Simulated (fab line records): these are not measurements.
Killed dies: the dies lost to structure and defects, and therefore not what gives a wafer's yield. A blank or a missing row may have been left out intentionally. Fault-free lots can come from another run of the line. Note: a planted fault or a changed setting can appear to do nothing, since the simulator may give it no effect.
fab line records / flow berkeley_cmos170
record: lots: 15 wafers: 45 last_day: 12
route steps=331 shown PVT@122
lots untouched by any fault: they come from a run of this same line in which no faults occurred
start_h: hours from the record's first day to the start of the lot's first wafer shown / wait_h: hours since the lot's step before / " unchanged from the row above / L1.1+2: a row that stands for several wafers / - no value, or no start was given / * or withheld: withheld / < > ~ a bound
route shown NAME@n: a module of which the file shows steps, and the number in the route of the first / usual: the fault-free wafers' mean and standard deviation / same: alike in all rows / chamber/n: place in a boat / sites: each site's reading / _std_site: the standard deviation of these / _edge_site: the outer-site mean with the inner-site mean subtracted / radius_mm: for every site, how far away it sits from the centre of the wafer / mask NAME#n: copy n / behind: the last tool/chamber to shape the wafer / hold: the reason the lot was held/the length of the hold in hours/how it ended / device: which transistor (n, p or np) failed to switch / end of line: tests of these same wafers at the route's end / for a step that has no rows: nothing shown but its recipe / killed: not the wafer's yield, but the dies lost to structure and defects at the first sort / map: shows each die of a wafer: x if killed, . if not, _ if none is there
set.NAME: setting as actually run; set.NAME@STEP: the setting as run at that earlier step / model.NAME: the simulator's own value behind a step, which no gauge read
steps of the route over a sample of lots; a table a step, a row a wafer
services: when a tool's chamber went out of use (start_h, in hours from the record's first day, below 0 if earlier), for how many hours, and the reason
== steps ==
step: UCB170_PVT_IMPLANT_07
recipe: species: P dose_cm2: 1.968e+12 energy_kev: 30 tilt_deg: 7
lot.wafer=L196.2+4+5 tool=implanter-04 chamber=0 start_h=101.35 wait_h=0.0
lot.wafer=L196.2+4+5 tool=implanter-04 chamber=0 start_h=101.67 wait_h=0.3
lot.wafer=L197.4+5+6 tool=implanter-03 chamber=0 start_h=101.61 wait_h=0.1
lot.wafer=L200.2+5+6 tool=implanter-03 chamber=0 start_h=117.04 wait_h=0.0
lot.wafer=L198.1+2+6 tool=implanter-04 chamber=0 start_h=117.29 wait_h=0.0
lot.wafer=L198.1+2+6 tool=implanter-04 chamber=0 start_h=117.60 wait_h=0.3
lot.wafer=L201.1+2+6 tool=implanter-03 chamber=0 start_h=135.88 wait_h=0.0
lot.wafer=L204.2+3+5 tool=implanter-03 chamber=0 start_h=150.65 wait_h=0.0
lot.wafer=L204.2+3+5 tool=implanter-03 chamber=0 start_h=150.96 wait_h=0.3
lot.wafer=L208.1+5+6 tool=implanter-04 chamber=0 start_h=171.99 wait_h=0.0
lot.wafer=L210.1+4+6 tool=implanter-03 chamber=0 start_h=177.50 wait_h=0.0
lot.wafer=L209.1+4+5 tool=implanter-04 chamber=0 start_h=177.69 wait_h=0.0
lot.wafer=L212.1+2+5 tool=implanter-03 chamber=0 start_h=199.73 wait_h=0.0
lot.wafer=L213.2+5+6 tool=implanter-02 chamber=0 start_h=202.69 wait_h=0.0
lot.wafer=L215.1+3+5 tool=implanter-04 chamber=0 start_h=202.91 wait_h=0.0
lot.wafer=L214.3+4+5 tool=implanter-02 chamber=0 start_h=203.20 wait_h=0.1
lot.wafer=L217.2+3+6 tool=implanter-02 chamber=0 start_h=224.99 wait_h=0.0
lot.wafer=L218.3+4+5 tool=implanter-03 chamber=0 start_h=225.05 wait_h=0.1
step: UCB170_PVT_TW_MEAS_09
usual: PVT_TW: 512/6.3
lot.wafer=L197.4 tool=film_metro-04 chamber=- start_h=101.81 wait_h=0.1 PVT_TW=505
lot.wafer=L197.5 tool=film_metro-04 chamber=- start_h=101.81 wait_h=0.1 PVT_TW=508
lot.wafer=L197.6 tool=film_metro-04 chamber=- start_h=101.81 wait_h=0.1 PVT_TW=507
lot.wafer=L196.2 tool=film_metro-03 chamber=- start_h=101.90 wait_h=0.1 PVT_TW=630
lot.wafer=L196.4 tool=film_metro-03 chamber=- start_h=101.90 wait_h=0.1 PVT_TW=633
lot.wafer=L196.5 tool=film_metro-03 chamber=- start_h=101.90 wait_h=0.1 PVT_TW=630
lot.wafer=L200.2 tool=film_metro-04 chamber=- start_h=117.27 wait_h=0.1 PVT_TW=509
lot.wafer=L200.5 tool=film_metro-04 chamber=- start_h=117.27 wait_h=0.1 PVT_TW=507
lot.wafer=L200.6 tool=film_metro-04 chamber=- start_h=117.27 wait_h=0.1 PVT_TW=507
lot.wafer=L198.1 tool=film_metro-02 chamber=- start_h=117.91 wait_h=0.1 PVT_TW=649
lot.wafer=L198.2 tool=film_metro-02 chamber=- start_h=117.91 wait_h=0.1 PVT_TW=644
lot.wafer=L198.6 tool=film_metro-02 chamber=- start_h=117.91 wait_h=0.1 PVT_TW=647
lot.wafer=L201.1 tool=film_metro-02 chamber=- start_h=136.13 wait_h=0.1 PVT_TW=527
lot.wafer=L201.2 tool=film_metro-02 chamber=- start_h=136.13 wait_h=0.1 PVT_TW=528
lot.wafer=L201.6 tool=film_metro-02 chamber=- start_h=136.13 wait_h=0.1 PVT_TW=526
lot.wafer=L204.2 tool=film_metro-03 chamber=- start_h=151.45 wait_h=0.2 PVT_TW=630
lot.wafer=L204.3 tool=film_metro-03 chamber=- start_h=151.45 wait_h=0.2 PVT_TW=629
lot.wafer=L204.5 tool=film_metro-03 chamber=- start_h=151.45 wait_h=0.2 PVT_TW=630
lot.wafer=L208.1 tool=film_metro-02 chamber=- start_h=172.24 wait_h=0.1 PVT_TW=522
lot.wafer=L208.5 tool=film_metro-02 chamber=- start_h=172.24 wait_h=0.1 PVT_TW=521
lot.wafer=L208.6 tool=film_metro-02 chamber=- start_h=172.24 wait_h=0.1 PVT_TW=519
lot.wafer=L210.1 tool=film_metro-03 chamber=- start_h=177.75 wait_h=0.1 PVT_TW=507
lot.wafer=L210.4 tool=film_metro-03 chamber=- start_h=177.75 wait_h=0.1 PVT_TW=510
lot.wafer=L210.6 tool=film_metro-03 chamber=- start_h=177.75 wait_h=0.1 PVT_TW=509
lot.wafer=L209.1 tool=film_metro-04 chamber=- start_h=177.94 wait_h=0.1 PVT_TW=509
lot.wafer=L209.4 tool=film_metro-04 chamber=- start_h=177.94 wait_h=0.1 PVT_TW=508
lot.wafer=L209.5 tool=film_metro-04 chamber=- start_h=177.94 wait_h=0.1 PVT_TW=507
lot.wafer=L212.1 tool=film_metro-03 chamber=- start_h=199.98 wait_h=0.1 PVT_TW=511
lot.wafer=L212.2 tool=film_metro-03 chamber=- start_h=199.98 wait_h=0.1 PVT_TW=510
lot.wafer=L212.5 tool=film_metro-03 chamber=- start_h=199.98 wait_h=0.1 PVT_TW=511
lot.wafer=L213.2 tool=film_metro-02 chamber=- start_h=202.93 wait_h=0.1 PVT_TW=519
lot.wafer=L213.5 tool=film_metro-02 chamber=- start_h=202.93 wait_h=0.1 PVT_TW=522
lot.wafer=L213.6 tool=film_metro-02 chamber=- start_h=202.93 wait_h=0.1 PVT_TW=522
lot.wafer=L215.1 tool=film_metro-03 chamber=- start_h=203.16 wait_h=0.1 PVT_TW=511
lot.wafer=L215.3 tool=film_metro-03 chamber=- start_h=203.16 wait_h=0.1 PVT_TW=512
lot.wafer=L215.5 tool=film_metro-03 chamber=- start_h=203.16 wait_h=0.1 PVT_TW=510
lot.wafer=L214.3 tool=film_metro-04 chamber=- start_h=203.42 wait_h=0.1 PVT_TW=507
lot.wafer=L214.4 tool=film_metro-04 chamber=- start_h=203.42 wait_h=0.1 PVT_TW=505
lot.wafer=L214.5 tool=film_metro-04 chamber=- start_h=203.42 wait_h=0.1 PVT_TW=506
lot.wafer=L217.2 tool=film_metro-03 chamber=- start_h=225.22 wait_h=0.1 PVT_TW=510
lot.wafer=L217.3 tool=film_metro-03 chamber=- start_h=225.22 wait_h=0.1 PVT_TW=512
lot.wafer=L217.6 tool=film_metro-03 chamber=- start_h=225.22 wait_h=0.1 PVT_TW=512
lot.wafer=L218.3 tool=film_metro-02 chamber=- start_h=225.27 wait_h=0.1 PVT_TW=518
lot.wafer=L218.4 tool=film_metro-02 chamber=- start_h=225.27 wait_h=0.1 PVT_TW=521
lot.wafer=L218.5 tool=film_metro-02 chamber=- start_h=225.27 wait_h=0.1 PVT_TW=521
== services ==
tool=implanter-03 chamber=- start_h=200.97 hours=3.1 kind=repair
== key ==
first_sign: step: UCB170_PVT_IMPLANT_07 reading: visit direction: added
effect: step: UCB170_PVT_TW_MEAS_09 reading: PVT_TW direction: up sigmas: 20 usual: 512 struck: 636
met_at UCB170_PVT_IMPLANT_07
struck_lots L196,L198,L204
tester_left_out L196,L198,L204
fault: kind: repeated_step_whole tool: implanter-02,implanter-03,implanter-04 chamber: - onset_h: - steps: UCB170_PVT_IMPLANT_07 times: 1 scope: struck_lots_only
tester_left_out: of these lots the tester's yield and bins aren't shown, on N5 and GAA mostly nor the transistor test; their killed dies are dies lost to structure and defects alone, not to doping, threshold or leakage, so they don't give the yield
